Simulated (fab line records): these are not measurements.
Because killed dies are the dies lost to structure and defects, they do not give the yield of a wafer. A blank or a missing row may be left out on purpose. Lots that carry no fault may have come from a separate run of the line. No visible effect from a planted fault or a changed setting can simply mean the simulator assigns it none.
Split-lot experiment | flow rit_cmos | 23 wafers read across 5 lots, on a route 202 steps long

== THE SPLIT ==
At RIT_NLDD_IMPLANT_08, the setting energy_kev was moved away from the recipe's 20 on 6 of the 23 wafers read, by -3.1% to +1.9%. For the rest of the wafers, this setting stayed at what the recipe calls for.

Reading taken at the split's own step.

== THE READING ==
implant.drp_nm (the simulator's own value, which no gauge read), in nm, at RIT_NLDD_IMPLANT_08. No usual value for it is given in the file.

wafer  | tool, chamber at the split | energy_kev as run | against the recipe | implant.drp_nm, nm | against lot-mates on the recipe
L075.1 | implanter-03, 0            | 20                | recipe             | 12.97              | -
L075.6 | implanter-03, 0            | 20                | recipe             | 12.97              | -
L075.2 | implanter-03, 0            | 20.38             | +1.9%              | 13.12              | +0.15
L075.4 | implanter-03, 0            | 20.38             | +1.9%              | 13.12              | +0.15
L075.5 | implanter-03, 0            | 20.38             | +1.9%              | 13.12              | +0.15
L079.2 | implanter-04, 0            | 20                | recipe             | 12.97              | -
L079.3 | implanter-04, 0            | 20                | recipe             | 12.97              | -
L079.4 | implanter-04, 0            | 20                | recipe             | 12.97              | -
L079.5 | implanter-04, 0            | 20                | recipe             | 12.97              | -
L079.6 | implanter-04, 0            | 20                | recipe             | 12.97              | -
L080.2 | implanter-04, 0            | 19.38             | -3.1%              | 12.72              | -0.25
L080.3 | implanter-04, 0            | 19.38             | -3.1%              | 12.72              | -0.25
L080.6 | implanter-04, 0            | 19.38             | -3.1%              | 12.72              | -0.25
L080.4 | implanter-04, 0            | 20                | recipe             | 12.97              | -
L080.5 | implanter-04, 0            | 20                | recipe             | 12.97              | -
L082.2 | implanter-03, 0            | 20                | recipe             | 12.97              | -
L082.3 | implanter-03, 0            | 20                | recipe             | 12.97              | -
L082.4 | implanter-03, 0            | 20                | recipe             | 12.97              | -
L082.5 | implanter-03, 0            | 20                | recipe             | 12.97              | -
L082.6 | implanter-03, 0            | 20                | recipe             | 12.97              | -
L084.1 | implanter-04, 0            | 20                | recipe             | 12.97              | -
L084.2 | implanter-04, 0            | 20                | recipe             | 12.97              | -
L084.6 | implanter-04, 0            | 20                | recipe             | 12.97              | -

FIT RESULTS
A straight line over all 23 wafers: implant.drp_nm changes by +0.0801 nm for each +1% of energy_kev; r = +1.00; the points scatter about the line by 0.0009 nm.
The same after taking each lot's own level away (the mean of its wafers on the recipe; 23 wafers): +0.0801 nm for each +1%; r = +1.00; scatter 0.0009 nm.
Per that fit: largest energy_kev move, reading shift of 0.25 nm.
The lots' own levels span 12.970 to 12.970 nm.
The two slopes are in agreement: the lot-to-lot level therefore moves the slope only a little.
Check: with one of the wafers moved furthest among these (-3.1%) left out of the fit, the line predicts -0.249 nm for it against its lot-mates. Against them it came out at -0.25 nm.

== OTHER SPLITS APPLIED TO THESE WAFERS ==
Note: prior to the reading, these wafers also went through further splits. Each is held against what the fit with the lots' levels taken away leaves over:
other split on the same wafers      | wafers away from the commonest value | r with implant.drp_nm (lot level and that fit taken away)
RIT_ACTIVE_CVD_03 sih2cl2_flow_sccm | 5                                    | +0.31
RIT_ACTIVE_DEVELOP_10 dev_temp_c    | 8                                    | +0.17
RIT_PWELL_COAT_01 resist_thk_nm     | 7                                    | -0.32
RIT_PWELL_DEVELOP_05 develop_time_s | 6                                    | +0.08
RIT_PRETRO_SOFTBAKE_02 temp_c       | 7                                    | +0.35
RIT_PRETRO_IMPLANT_08 energy_kev    | 10                                   | -0.27
RIT_GATE_CVD_08 pressure_mtorr      | 15                                   | -0.19
RIT_GATE_SOFTBAKE_12 time_s         | 9                                    | +0.20
RIT_REOX_OXIDATION_03 temp_c        | 15                                   | +0.11

== THE FILE'S OWN FIT ==
implant.drp_nm changes by +0.0785 nm for each +1% of energy_kev, r = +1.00.
